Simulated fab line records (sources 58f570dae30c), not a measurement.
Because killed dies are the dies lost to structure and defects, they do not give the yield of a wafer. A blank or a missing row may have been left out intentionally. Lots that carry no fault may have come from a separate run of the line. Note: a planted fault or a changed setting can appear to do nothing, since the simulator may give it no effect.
Check of tool commonality | flow berkeleyCmos170 | 42 wafers sampled across 14 lots

## REASON IT WAS OPENED
On 2 of the 14 lots, a flag is raised at UCB170_ACTIVE_CD_MEAS_13 on the reading cdNm. Wafers without a fault read 1200.0 nm, standard deviation 1.4.
Rule: a lot gets a flag if all its wafers with a number sit over 4 standard deviations from that mean, or if no wafer of it has a number. All remaining lots are regarded as sound.

lot  | measured    | on       | cdNm (nm), wafer by wafer | flag
L976 | day 4 16:10 | cdSem-02 | 1200.7 1200.9 1202.0      | 
L977 | day 4 23:37 | cdSem-01 | 1197.3 1198.2 1198.1      | 
L978 | day 5 00:00 | cdSem-01 | 1199.7 1198.9 1199.3      | 
L979 | day 5 06:16 | cdSem-01 | 1200.0 1200.9 1199.7      | 
L980 | day 5 19:17 | cdSem-01 | 1201.7 1201.5 1202.5      | 
L981 | day 5 23:58 | cdSem-02 | 1198.2 1198.9 1199.4      | 
L984 | day 6 08:06 | cdSem-02 | 1198.6 1197.8 1198.9      | 
L983 | day 6 08:50 | cdSem-01 | 1200.8 1200.8 1200.5      | 
L986 | day 6 20:08 | cdSem-01 | 1201.8 1200.4 1200.7      | 
L985 | day 6 20:14 | cdSem-02 | 1198.8 1199.6 1198.6      | 
L987 | day 7 09:53 | cdSem-02 | 1198.8 1200.7 1200.8      | 
L991 | day 8 00:26 | cdSem-02 | 1200.2 1200.2 1201.2      | 
L993 | day 8 15:11 | cdSem-02 | 1211.0 1212.9 1210.8      | FLAGGED
L996 | day 8 19:41 | cdSem-01 | 1209.7 1208.8 1209.4      | FLAGGED
On average the flagged lots' numbers are 1210.4 nm, which is +10.4 nm against the usual, or +7 standard deviations.

## LOT BY LOT: THE TOOL USED
The record holds 1 process step before the reading, out of a route of 331 steps. Each cell gives the tool, then ch followed by the chambers the sampled wafers passed through, then the start.
lot  | flag    | UCB170_ACTIVE_SOFTBAKE_09
L976 |         | lithoTrack-01 ch 0, day 4 15:37
L977 |         | lithoTrack-02 ch 0, day 4 23:04
L978 |         | lithoTrack-04 ch 0, day 4 23:07
L979 |         | lithoTrack-01 ch 0, day 5 05:37
L980 |         | lithoTrack-04 ch 0, day 5 18:37
L981 |         | lithoTrack-02 ch 0, day 5 23:19
L984 |         | lithoTrack-02 ch 0, day 6 07:20
L983 |         | lithoTrack-01 ch 0, day 6 07:20
L986 |         | lithoTrack-01 ch 0, day 6 19:36
L985 |         | lithoTrack-04 ch 0, day 6 19:34
L987 |         | lithoTrack-04 ch 0, day 7 08:44
L991 |         | lithoTrack-02 ch 0, day 7 23:46
L993 | FLAGGED | lithoTrack-02 ch 0, day 8 14:29
L996 | FLAGGED | lithoTrack-02 ch 0, day 8 18:27
What these steps do:
- UCB170_ACTIVE_SOFTBAKE_09: time 57.21 s.
- UCB170_ACTIVE_CD_MEAS_13: target cd 1200 nm.

## FLAGGED OVER TOTAL, TOOL BY TOOL (the gauges that took the reading come last)
step                      | tool          | lots run | flagged | share of the flagged lots | sound lots run after its first flagged lot
UCB170_ACTIVE_SOFTBAKE_09 | lithoTrack-01 | 4        | 0       | none                      | -
UCB170_ACTIVE_SOFTBAKE_09 | lithoTrack-02 | 6        | 2       | all                       | 0
UCB170_ACTIVE_SOFTBAKE_09 | lithoTrack-04 | 4        | 0       | none                      | -
UCB170_ACTIVE_CD_MEAS_13  | cdSem-01      | 7        | 1       | some                      | 0
UCB170_ACTIVE_CD_MEAS_13  | cdSem-02      | 7        | 1       | some                      | 0

## WHAT THE TABLE PERMITS
All flagged lots share 1 row of the table, namely lithoTrack-02 at UCB170_ACTIVE_SOFTBAKE_09.
- lithoTrack-02 at UCB170_ACTIVE_SOFTBAKE_09 ran 6 lots, 2 of them flagged. A fault beginning between L991 (day 7 23:46), its last sound lot, and L993 (day 8 14:29), its first flagged one, fits the data. Its own readings lie more than 4 standard deviations out on every wafer of the flagged lots: heaterPowerTotalW, plateTempC.
Just one tool remains: lithoTrack-02 at UCB170_ACTIVE_SOFTBAKE_09.

## WHAT THE SIMULATOR HAD INSERTED
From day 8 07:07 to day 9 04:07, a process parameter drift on lithoTrack-02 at UCB170_ACTIVE_SOFTBAKE_09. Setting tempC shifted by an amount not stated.
Struck lots among those shown: L993, L996. The rule above found the same.
